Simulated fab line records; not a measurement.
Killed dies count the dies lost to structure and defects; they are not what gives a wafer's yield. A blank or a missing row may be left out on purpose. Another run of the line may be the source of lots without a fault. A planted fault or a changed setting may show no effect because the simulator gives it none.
Chamber matching	flow berkeley_cmos170	cmp-01 running UCB170_V1_CMP_02: 4 sister chambers
The step polishes SiO2. 8 wafers are shown with their chamber, then 7 later ones without.

== EACH WAFER AND ITS CHAMBER ==
wafer	chamber	motor_current_A (A)	platen_rpm (rpm)
L586.5	1	16.8	59.98
L584.3	0	14.8	59.98
L584.5	3	14.9	60.05
L596.1	2	16.3	59.99
L596.2	1	17.5	60.02
L596.6	3	16.4	60.03
L594.2	2	16.5	60.01
L594.3	0	15.8	60.00

== WAFERS WHOSE CHAMBER IS MISSING ==
wafer	motor_current_A (A)	platen_rpm (rpm)
L594.4	16.8	60.04
L598.2	15.9	60.02
L598.5	16.0	60.03
L598.6	15.5	59.99
L599.1	15.2	59.97
L599.2	16.5	59.98
L599.5	17.3	59.93

== WHICH CHAMBER EACH WENT THROUGH ==
wafer	from the rows above	in truth
L594.4	can't be placed: 3 or 1 or 2 or 0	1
L598.2	can't be placed: 3 or 2 or 0 or 1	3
L598.5	can't be placed: 3 or 2 or 1 or 0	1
L598.6	can't be placed: 0 or 2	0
L599.1	can't be placed: 0 or 2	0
L599.2	can't be placed: 2 or 1 or 0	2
L599.5	can't be placed: 1 or 2 or 0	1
0 of 7 placed correctly. Cannot be placed on the basis of these rows: 7; the candidates contain the true chamber in 7. 0 placed wrongly.
How it was worked out, from the rows above alone: a wafer's distance from a chamber is the root of the sum, over the readings, of the square of ((its reading less the chamber's mean) divided by the reading's scatter). If the next closest chamber is less than 2 further off than the closest, the wafer can't be placed; otherwise it belongs to the closest. Each chamber's mean is taken over the wafers shown for it. The scatter is the square root of a quotient: the sum, over the shown wafers, of each reading's squared deviation from its chamber's mean, divided by wafers minus chambers.
